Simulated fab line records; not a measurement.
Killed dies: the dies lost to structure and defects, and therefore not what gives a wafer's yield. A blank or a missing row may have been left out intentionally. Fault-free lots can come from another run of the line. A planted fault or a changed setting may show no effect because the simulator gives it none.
Which tool was responsible? + flow berkeley cmos170 + 7 lots with 21 wafers sampled at 2 steps, on a route of 331 steps

## WHAT THE GAUGES SHOWED, per wafer
UCB170_M3_CD_MEAS_15: the cd target is 700 nm.
| lot  | measured     | on        | cd nm (nm)        |
|------|--------------|-----------|-------------------|
| L124 | day 8 20:17  | cd sem-01 | 698.4 698.7 699.0 |
| L125 | day 9 17:05  | cd sem-01 | 701.1 700.7 701.4 |
| L129 | day 10 06:37 | cd sem-01 | 698.4 699.5 699.8 |
| L134 | day 11 15:37 | cd sem-02 | 692.1 690.8 692.4 |
| L144 | day 14 07:53 | cd sem-01 | 702.1 701.3 703.1 |
| L142 | day 14 18:32 | cd sem-01 | 702.1 701.1 701.0 |
| L143 | day 14 19:43 | cd sem-02 | 699.6 700.1 700.4 |

## WHICH TOOL RAN EACH LOT (tool, then ch and the chambers of the sampled wafers, then the start)
| lot  | UCB170_M3_COAT_10                 |
|------|-----------------------------------|
| L124 | litho track-04 ch 0, day 8 19:00  |
| L125 | litho track-04 ch 0, day 9 16:00  |
| L129 | litho track-02 ch 0, day 10 05:00 |
| L134 | litho track-04 ch 0, day 11 14:00 |
| L144 | litho track-01 ch 0, day 14 06:00 |
| L142 | litho track-02 ch 0, day 14 17:00 |
| L143 | litho track-04 ch 0, day 14 18:00 |
- UCB170_M3_COAT_10: resist thk 900 nm.

## THE ANSWER, worked out from the rows above alone
Rule: the lots themselves supply what counts as usual. Put in order of their means at a reading, lots are off if they are a third of the lots or fewer, leave a main group of 4 or more, and stand apart from it by a gap of 3 or more times the standard deviation of the main group's means; of several such gaps the widest counts. Not used: any main group whose means are identical at the precision the tables above print for the reading. A lot without any number at a reading at which 4 lots or more have one is off too. Any other lot the step has rows for is counted as sound.
Off: L134, at UCB170_M3_CD_MEAS_15 (cd nm). Main group: mean 700.4 nm, sd 1.2.
If a tool, at a process step before that reading, ran all the lots that are off and no sound lot after the first of them, it fits. Those tools and the gauges at UCB170_M3_CD_MEAS_15 are tried in the same way. None of those tried fits.

## WHAT HAD BEEN PUT IN BY THE SIMULATOR
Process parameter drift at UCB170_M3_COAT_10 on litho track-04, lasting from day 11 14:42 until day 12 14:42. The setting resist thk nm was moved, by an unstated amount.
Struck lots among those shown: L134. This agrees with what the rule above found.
